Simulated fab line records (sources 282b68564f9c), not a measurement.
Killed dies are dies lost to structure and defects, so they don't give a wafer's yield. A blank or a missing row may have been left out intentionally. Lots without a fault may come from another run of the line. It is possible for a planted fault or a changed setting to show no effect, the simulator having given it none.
Struck lot and sound lot, side by side | flow rit cmos | 14 steps out of a route of 202
Sound: the wafers L924.4, L924.5, L924.6. Struck: wafers L925.3, L925.4, L925.5. The cause is given at the end.
Order at every step that has rows: each side's tool, ch and its chambers, its first start. Under that, the readings that differ: sound wafers | struck wafers | difference of the means | sigmas: that difference in standard deviations of wafers without a fault.
alike: same words and numbers on both sides, and readings whose means sit less than 2 such deviations apart. not compared: any withheld reading, any reading some wafer has no value for, any bound like >300 that may hide the same value, and any number with overlapping values for which the record gives no deviation.
Wherever a step has rows on one side only, a row that says differs or no value, or a row with sigmas, the two part there. Numbers that have no deviation but don't overlap get no sigmas and don't part them. A reading missing from all wafers of one side parts the sides only when that side holds two or more wafers.

first, 2 steps without rows for these wafers: RIT_NLDD_PEB_04; RIT_NLDD_DEVELOP_05 (develop time 50 s).
RIT_NLDD_OVL_MEAS_06:
  struck on overlay-01, day 3 13:16; sound on overlay-01, day 3 09:55
  alike: NLDD_OVL
then, 2 steps without rows for these wafers: RIT_NLDD_HARDBAKE_07 (time 60 s); RIT_NLDD_IMPLANT_08.
RIT_NLDD_STRIP_09: strips in O2, time 180 s.
  sound on plasma asher-03 ch 0,1, day 3 10:17; struck on plasma asher-03 ch 0,1, day 3 13:38
  alike: drypump motor current A
  not compared: rf hours counter h
RIT_NLDD_TW_MEAS_10:
  struck on film metro-03, day 3 13:47; sound on film metro-02, day 3 10:26
  alike: NLDD_TW
then, 5 steps without rows for these wafers: RIT_PLDD_HMDS_00 (prime time 60 s); RIT_PLDD_COAT_01 (resist thk 1000 nm); RIT_PLDD_SOFTBAKE_02 (time 60 s); RIT_PLDD_EXPOSE_03 (exposes mask M8, target cd 40900 nm); RIT_PLDD_PEB_04.
RIT_PLDD_DEVELOP_05: develop time 50 s.
  sound on litho track-02 ch 0, day 3 11:00; struck on litho track-04, day 3 14:00
  no value came back on the struck wafers for chill plate temp C (C), develop time s (s); on the sound wafers chill plate temp C (C) reads 22.92 23.02 23.13
RIT_PLDD_OVL_MEAS_06:
  struck on overlay-01, day 3 14:48; sound on overlay-01, day 3 11:28
  reading       | sound       | struck | difference                    | sigmas
  PLDD_OVL (nm) | 1.6 2.1 1.6 | - - -  | no value on the struck wafers |

## WHERE THEY PART
Earliest at RIT_PLDD_DEVELOP_05; latest, in this record, at RIT_PLDD_OVL_MEAS_06.

WHY: what the simulator had put in
At RIT_PLDD_DEVELOP_05, the step was skipped entirely on litho track-04 from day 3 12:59 on. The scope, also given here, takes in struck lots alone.
